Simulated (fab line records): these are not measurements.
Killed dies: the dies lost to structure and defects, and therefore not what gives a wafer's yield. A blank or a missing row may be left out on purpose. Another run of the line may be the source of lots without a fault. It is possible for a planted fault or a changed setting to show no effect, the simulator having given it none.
Tool commonality check :: flow berkeley_cmos170 :: 13 lots, 37 wafers sampled

== WHY THIS WAS OPENED ==
Of 13 lots, 1 have the reading V2_TEOS_THK flagged at UCB170_V2_THK_MEAS_01. Wafers without a fault read 2007 nm, standard deviation 25.
Rule: a lot gets a flag if all its wafers with a number sit over 4 standard deviations from that mean, or if no wafer of it has a number. As for the other lots, they are considered sound.

lot: L877
measured: day 7 08:18
on: film_metro-03
V2_TEOS_THK (nm), wafer by wafer: 2026 1998 2068
flag: 

lot: L880
measured: day 7 19:41
on: film_metro-01
V2_TEOS_THK (nm), wafer by wafer: 2004 1995 2001
flag: 

lot: L879
measured: day 7 20:29
on: film_metro-03
V2_TEOS_THK (nm), wafer by wafer: 2022 2036 2063
flag: 

lot: L881
measured: day 8 11:04
on: film_metro-01
V2_TEOS_THK (nm), wafer by wafer: 2001 1988 2007
flag: 

lot: L884
measured: day 9 07:16
on: film_metro-04
V2_TEOS_THK (nm), wafer by wafer: 1727
flag: FLAGGED

lot: L887
measured: day 9 17:28
on: film_metro-04
V2_TEOS_THK (nm), wafer by wafer: 2012 2035 2039
flag: 

lot: L889
measured: day 9 17:59
on: film_metro-04
V2_TEOS_THK (nm), wafer by wafer: 1994 2034 2009
flag: 

lot: L890
measured: day 10 07:13
on: film_metro-01
V2_TEOS_THK (nm), wafer by wafer: 1981 1978 2014
flag: 

lot: L893
measured: day 10 22:19
on: film_metro-01
V2_TEOS_THK (nm), wafer by wafer: 2008 2000 2026
flag: 

lot: L894
measured: day 11 00:02
on: film_metro-01
V2_TEOS_THK (nm), wafer by wafer: 2000 2003 2065
flag: 

lot: L895
measured: day 11 13:05
on: film_metro-04
V2_TEOS_THK (nm), wafer by wafer: 1979 1984 2003
flag: 

lot: L897
measured: day 12 07:32
on: film_metro-04
V2_TEOS_THK (nm), wafer by wafer: 1950 1991 2000
flag: 

lot: L899
measured: day 12 18:30
on: film_metro-04
V2_TEOS_THK (nm), wafer by wafer: 1997 2023 2034
flag: 
The numbers of the flagged lots are 1727 nm on average: -280 nm against the usual, or -11 standard deviations.

== LOT BY LOT: THE TOOL USED ==
3 process steps preceding the reading are held in the record, out of 331 steps in the route. Each cell gives the tool, then ch followed by the chambers the sampled wafers passed through, then the start.
lot: L877
flag: 
UCB170_M1_SPUTTER_00: pvd_sputter-02, day 6 22:50
UCB170_M2_SPUTTER_01: pvd_sputter-03, day 7 05:34
UCB170_V2_CVD_00: pecvd-03 ch 0,1,2, day 7 08:08

lot: L880
flag: 
UCB170_M1_SPUTTER_00: pvd_sputter-02, day 7 06:59
UCB170_M2_SPUTTER_01: pvd_sputter-04, day 7 16:25
UCB170_V2_CVD_00: pecvd-01 ch 0,1, day 7 19:32

lot: L879
flag: 
UCB170_M1_SPUTTER_00: pvd_sputter-04, day 7 07:16
UCB170_M2_SPUTTER_01: pvd_sputter-03, day 7 17:25
UCB170_V2_CVD_00: pecvd-02 ch 0,1, day 7 20:19

lot: L881
flag: 
UCB170_M1_SPUTTER_00: pvd_sputter-03, day 7 23:31
UCB170_M2_SPUTTER_01: pvd_sputter-03, day 8 07:46
UCB170_V2_CVD_00: pecvd-03 ch 1,2, day 8 10:54

lot: L884
flag: FLAGGED
UCB170_M1_SPUTTER_00: pvd_sputter-03, day 8 17:51
UCB170_M2_SPUTTER_01: pvd_sputter-01, day 9 04:14
UCB170_V2_CVD_00: pecvd-03 ch 1, day 9 07:08

lot: L887
flag: 
UCB170_M1_SPUTTER_00: pvd_sputter-02, day 9 05:52
UCB170_M2_SPUTTER_01: pvd_sputter-04, day 9 14:24
UCB170_V2_CVD_00: pecvd-02 ch 1,2, day 9 17:17

lot: L889
flag: 
UCB170_M1_SPUTTER_00: pvd_sputter-04, day 9 06:06
UCB170_M2_SPUTTER_01: pvd_sputter-01, day 9 14:31
UCB170_V2_CVD_00: pecvd-02 ch 1,2, day 9 17:49

lot: L890
flag: 
UCB170_M1_SPUTTER_00: pvd_sputter-02, day 9 16:24
UCB170_M2_SPUTTER_01: pvd_sputter-04, day 10 03:37
UCB170_V2_CVD_00: pecvd-01 ch 0,1,2, day 10 07:04

lot: L893
flag: 
UCB170_M1_SPUTTER_00: pvd_sputter-02, day 10 10:07
UCB170_M2_SPUTTER_01: pvd_sputter-01, day 10 19:16
UCB170_V2_CVD_00: pecvd-02 ch 0,2, day 10 22:09

lot: L894
flag: 
UCB170_M1_SPUTTER_00: pvd_sputter-04, day 10 13:16
UCB170_M2_SPUTTER_01: pvd_sputter-01, day 10 21:13
UCB170_V2_CVD_00: pecvd-02 ch 0,1,2, day 10 23:53

lot: L895
flag: 
UCB170_M1_SPUTTER_00: pvd_sputter-02, day 10 23:44
UCB170_M2_SPUTTER_01: pvd_sputter-01, day 11 10:29
UCB170_V2_CVD_00: pecvd-02 ch 1,2, day 11 12:55

lot: L897
flag: 
UCB170_M1_SPUTTER_00: pvd_sputter-02, day 11 18:21
UCB170_M2_SPUTTER_01: pvd_sputter-03, day 12 04:43
UCB170_V2_CVD_00: pecvd-02 ch 0,1,2, day 12 07:22

lot: L899
flag: 
UCB170_M1_SPUTTER_00: pvd_sputter-02, day 12 03:50
UCB170_M2_SPUTTER_01: pvd_sputter-03, day 12 15:35
UCB170_V2_CVD_00: pecvd-02 ch 0,1,2, day 12 18:24
What the steps here do:
- UCB170_M1_SPUTTER_00: material Al, target thk 600 nm, time 80 s.
- UCB170_M2_SPUTTER_01: material Al, target thk 900 nm, time 120 s.
- UCB170_V2_CVD_00: deposits SiO2 from TEOS/O2, target thk 2000 nm, time 250 s.
- UCB170_V2_THK_MEAS_01

== FLAGGED OVER TOTAL, TOOL BY TOOL (the gauges that took the reading come last) ==
step: UCB170_M1_SPUTTER_00
tool: pvd_sputter-02
lots run: 8
flagged: 0
share of the flagged lots: none
sound lots run after its first flagged lot: -

step: UCB170_M1_SPUTTER_00
tool: pvd_sputter-03
lots run: 2
flagged: 1
share of the flagged lots: all
sound lots run after its first flagged lot: 0

step: UCB170_M1_SPUTTER_00
tool: pvd_sputter-04
lots run: 3
flagged: 0
share of the flagged lots: none
sound lots run after its first flagged lot: -

step: UCB170_M2_SPUTTER_01
tool: pvd_sputter-01
lots run: 5
flagged: 1
share of the flagged lots: all
sound lots run after its first flagged lot: 4 (L889,L893,L894,L895)

step: UCB170_M2_SPUTTER_01
tool: pvd_sputter-03
lots run: 5
flagged: 0
share of the flagged lots: none
sound lots run after its first flagged lot: -

step: UCB170_M2_SPUTTER_01
tool: pvd_sputter-04
lots run: 3
flagged: 0
share of the flagged lots: none
sound lots run after its first flagged lot: -

step: UCB170_V2_CVD_00
tool: pecvd-01
lots run: 2
flagged: 0
share of the flagged lots: none
sound lots run after its first flagged lot: -

step: UCB170_V2_CVD_00
tool: pecvd-02
lots run: 8
flagged: 0
share of the flagged lots: none
sound lots run after its first flagged lot: -

step: UCB170_V2_CVD_00
tool: pecvd-03
lots run: 3
flagged: 1
share of the flagged lots: all
sound lots run after its first flagged lot: 0

step: UCB170_V2_THK_MEAS_01
tool: film_metro-01
lots run: 5
flagged: 0
share of the flagged lots: none
sound lots run after its first flagged lot: -

step: UCB170_V2_THK_MEAS_01
tool: film_metro-03
lots run: 2
flagged: 0
share of the flagged lots: none
sound lots run after its first flagged lot: -

step: UCB170_V2_THK_MEAS_01
tool: film_metro-04
lots run: 6
flagged: 1
share of the flagged lots: all
sound lots run after its first flagged lot: 5 (L887,L889,L895,L897,L899)

== THE TABLE: WHAT IT ALLOWS ==
4 rows of the table ran every flagged lot: pvd_sputter-03 at UCB170_M1_SPUTTER_00, pvd_sputter-01 at UCB170_M2_SPUTTER_01, pecvd-03 at UCB170_V2_CVD_00, film_metro-04 at UCB170_V2_THK_MEAS_01.
- pvd_sputter-03 at UCB170_M1_SPUTTER_00 ran 2 lots, 1 of them flagged. Last sound lot L881 at day 7 23:31, first flagged lot L884 at day 8 17:51; a fault beginning in between fits.
- pvd_sputter-01 at UCB170_M2_SPUTTER_01 ran 5 lots, 1 of them flagged. Sound lots ran on it after the first flagged one (L889, L893, L894, L895), which a lasting fault on the whole tool wouldn't allow.
- pecvd-03 at UCB170_V2_CVD_00 ran 3 lots, 1 of them flagged. Last sound lot L881 at day 8 10:54, first flagged lot L884 at day 9 07:08; a fault beginning in between fits.
- film_metro-04 at UCB170_V2_THK_MEAS_01 ran 6 lots, 1 of them flagged. Sound lots ran on it after the first flagged one (L887, L889, L895, L897, L899), which a lasting fault on the whole tool wouldn't allow.
These 2 tools cannot be told apart by counting lots, since each of them fits a fault that started at some hour. More lots, or a look at what each step does to the wafer, might.

== WHAT THE SIMULATOR PUT IN ==
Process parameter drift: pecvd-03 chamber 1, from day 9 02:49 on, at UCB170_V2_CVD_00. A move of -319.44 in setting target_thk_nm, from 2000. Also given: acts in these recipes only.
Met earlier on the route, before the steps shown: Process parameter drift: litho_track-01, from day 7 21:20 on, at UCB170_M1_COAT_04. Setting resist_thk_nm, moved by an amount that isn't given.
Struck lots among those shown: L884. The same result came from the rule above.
